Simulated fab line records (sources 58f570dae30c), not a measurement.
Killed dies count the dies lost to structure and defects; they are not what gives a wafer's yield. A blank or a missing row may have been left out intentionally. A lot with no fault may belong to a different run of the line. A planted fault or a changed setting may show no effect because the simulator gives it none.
Which tool did it? :: flow berkeleyCmos170 :: 42 wafers from 14 lots sampled at 3 of the route's 331 steps

## WHAT EACH GAUGE READ, for each wafer
UCB170_WELLDRIVE_THK_MEAS_02.
lot: L436
measured: day 4 10:18
on: filmMetro-03
WELLDRIVE_OXIDE_THK (nm): 199 198 200

lot: L437
measured: day 4 10:14
on: filmMetro-03
WELLDRIVE_OXIDE_THK (nm): 193 195 196

lot: L439
measured: day 4 18:49
on: filmMetro-03
WELLDRIVE_OXIDE_THK (nm): 194 193 197

lot: L440
measured: day 5 05:11
on: filmMetro-03
WELLDRIVE_OXIDE_THK (nm): 189 194 193

lot: L442
measured: day 5 13:30
on: filmMetro-03
WELLDRIVE_OXIDE_THK (nm): 195 194 193

lot: L443
measured: day 5 17:51
on: filmMetro-02
WELLDRIVE_OXIDE_THK (nm): 198 202 201

lot: L445
measured: day 6 04:16
on: filmMetro-02
WELLDRIVE_OXIDE_THK (nm): 198 201 199

lot: L447
measured: day 6 14:18
on: filmMetro-03
WELLDRIVE_OXIDE_THK (nm): 198 196 197

lot: L448
measured: day 6 20:43
on: filmMetro-02
WELLDRIVE_OXIDE_THK (nm): 199 199 199

lot: L450
measured: day 7 05:51
on: filmMetro-02
WELLDRIVE_OXIDE_THK (nm): 198 202 200

lot: L454
measured: day 8 05:29
on: filmMetro-03
WELLDRIVE_OXIDE_THK (nm): 144 145 146

lot: L455
measured: day 8 05:29
on: filmMetro-01
WELLDRIVE_OXIDE_THK (nm): 151 151 148

lot: L457
measured: day 8 17:49
on: filmMetro-02
WELLDRIVE_OXIDE_THK (nm): 203 198 202

lot: L458
measured: day 8 17:49
on: filmMetro-03
WELLDRIVE_OXIDE_THK (nm): 198 198 200

UCB170_V1_BOW_MEAS_03.
lot: L436
measured: day 9 09:19
on: filmMetro-04
V1_BOW (um): 16 16 18

lot: L437
measured: day 9 10:38
on: filmMetro-02
V1_BOW (um): 19 27 26

lot: L439
measured: day 9 10:41
on: filmMetro-04
V1_BOW (um): 13 17 22

lot: L440
measured: day 9 19:41
on: filmMetro-02
V1_BOW (um): 12 17 21

lot: L442
measured: day 10 06:29
on: filmMetro-01
V1_BOW (um): 11 14 5

lot: L443
measured: day 10 07:47
on: filmMetro-02
V1_BOW (um): 6 14 15

lot: L445
measured: day 10 17:10
on: filmMetro-04
V1_BOW (um): 6 19 15

lot: L447
measured: day 11 00:34
on: filmMetro-02
V1_BOW (um): 21 14 6

lot: L448
measured: day 11 12:38
on: filmMetro-04
V1_BOW (um): 4 23 22

lot: L450
measured: day 11 15:17
on: filmMetro-02
V1_BOW (um): 31 21 12

lot: L454
measured: day 12 19:46
on: filmMetro-01
V1_BOW (um): 24 15 20

lot: L455
measured: day 12 18:28
on: filmMetro-04
V1_BOW (um): 11 5 15

lot: L457
measured: day 13 03:39
on: filmMetro-04
V1_BOW (um): 13 20 14

lot: L458
measured: day 13 02:22
on: filmMetro-04
V1_BOW (um): 14 14 15

## EACH LOT AND THE TOOL THAT RAN IT (in order: tool; ch and the chambers of the sampled wafers; start)
lot: L436
UCB170_WELLDRIVE_OXIDATION_01: furnace-04 ch 0, day 4 06:40

lot: L437
UCB170_WELLDRIVE_OXIDATION_01: furnace-04 ch 0, day 4 06:40

lot: L439
UCB170_WELLDRIVE_OXIDATION_01: furnace-02 ch 0, day 4 15:17

lot: L440
UCB170_WELLDRIVE_OXIDATION_01: furnace-01 ch 0, day 5 01:41

lot: L442
UCB170_WELLDRIVE_OXIDATION_01: furnace-04 ch 0, day 5 09:58

lot: L443
UCB170_WELLDRIVE_OXIDATION_01: furnace-02 ch 0, day 5 14:21

lot: L445
UCB170_WELLDRIVE_OXIDATION_01: furnace-02 ch 0, day 6 00:42

lot: L447
UCB170_WELLDRIVE_OXIDATION_01: furnace-04 ch 0, day 6 10:47

lot: L448
UCB170_WELLDRIVE_OXIDATION_01: furnace-04 ch 0, day 6 17:12

lot: L450
UCB170_WELLDRIVE_OXIDATION_01: furnace-02 ch 0, day 7 02:21

lot: L454
UCB170_WELLDRIVE_OXIDATION_01: furnace-04 ch 0, day 8 01:58

lot: L455
UCB170_WELLDRIVE_OXIDATION_01: furnace-04 ch 0, day 8 01:58

lot: L457
UCB170_WELLDRIVE_OXIDATION_01: furnace-02 ch 0, day 8 14:19

lot: L458
UCB170_WELLDRIVE_OXIDATION_01: furnace-02 ch 0, day 8 14:19
- UCB170_WELLDRIVE_OXIDATION_01: target thk 199 nm, ox time 9000 s.

## AS READ BY THE TOOLS THEMSELVES (means over the sampled wafers that have a number; for cases with no such wafer, the mark the record gives instead)
UCB170_WELLDRIVE_OXIDATION_01.
lot: L436
tool: furnace-04
oxTempCMax: 1104.0
tube_center_temp_C_max: 1102.6

lot: L437
tool: furnace-04
oxTempCMax: 1105.2
tube_center_temp_C_max: 1102.8

lot: L439
tool: furnace-02
oxTempCMax: 1104.3
tube_center_temp_C_max: 1102.9

lot: L440
tool: furnace-01
oxTempCMax: 1107.4
tube_center_temp_C_max: 1103.1

lot: L442
tool: furnace-04
oxTempCMax: 1105.0
tube_center_temp_C_max: 1102.7

lot: L443
tool: furnace-02
oxTempCMax: 1102.9
tube_center_temp_C_max: 1102.6

lot: L445
tool: furnace-02
oxTempCMax: 1104.5
tube_center_temp_C_max: 1102.3

lot: L447
tool: furnace-04
oxTempCMax: 1105.5
tube_center_temp_C_max: 1103.0

lot: L448
tool: furnace-04
oxTempCMax: 1104.9
tube_center_temp_C_max: 1103.3

lot: L450
tool: furnace-02
oxTempCMax: 1104.9
tube_center_temp_C_max: 1102.8

lot: L454
tool: furnace-04
oxTempCMax: 1104.9
tube_center_temp_C_max: 1102.8

lot: L455
tool: furnace-04
oxTempCMax: 1104.5
tube_center_temp_C_max: 1102.8

lot: L457
tool: furnace-02
oxTempCMax: 1104.1
tube_center_temp_C_max: 1102.7

lot: L458
tool: furnace-02
oxTempCMax: 1104.2
tube_center_temp_C_max: 1102.6

## THE ANSWER, worked out from the rows above alone
Rule: usual is defined by the lots themselves. Put in order of their means at a reading, lots are off if they are a third of the lots or fewer, leave a main group of 4 or more, and stand apart from it by a gap of 3 or more times the standard deviation of the main group's means; of several such gaps the widest counts. A main group whose means are all the same, to the digits that the tables above print for the reading, isn't used. Also off: a lot with no number at a reading for which 4 or more lots have one. Where the step has rows for the other lots, those lots are counted as sound. After the gauges, taken in route order, come the tools' own readings; for these a lot's mean is taken, as printed above. At the first step where some lot is off, the reading lying furthest off is the one used; lots without a number count as furthest.
Off: L454, L455, at UCB170_WELLDRIVE_THK_MEAS_02 (WELLDRIVE_OXIDE_THK). The main group: mean 197 nm, standard deviation 2.8.
A tool fits if, at a process step before that reading, it ran every lot that is off, and no sound lot after the first of them. Gauges at UCB170_WELLDRIVE_THK_MEAS_02: tried the same way as those tools. One candidate fits, namely furnace-04 at UCB170_WELLDRIVE_OXIDATION_01. A fault onset in the window from L448 (day 6 17:12, its last sound lot) to L454 (day 8 01:58, its first lot off) fits.

## WHAT THE SIMULATOR PUT IN
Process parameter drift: furnace-04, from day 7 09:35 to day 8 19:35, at UCB170_WELLDRIVE_OXIDATION_01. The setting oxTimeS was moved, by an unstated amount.
Shown lots that were struck: L454, L455. This agrees with what the rule above found.
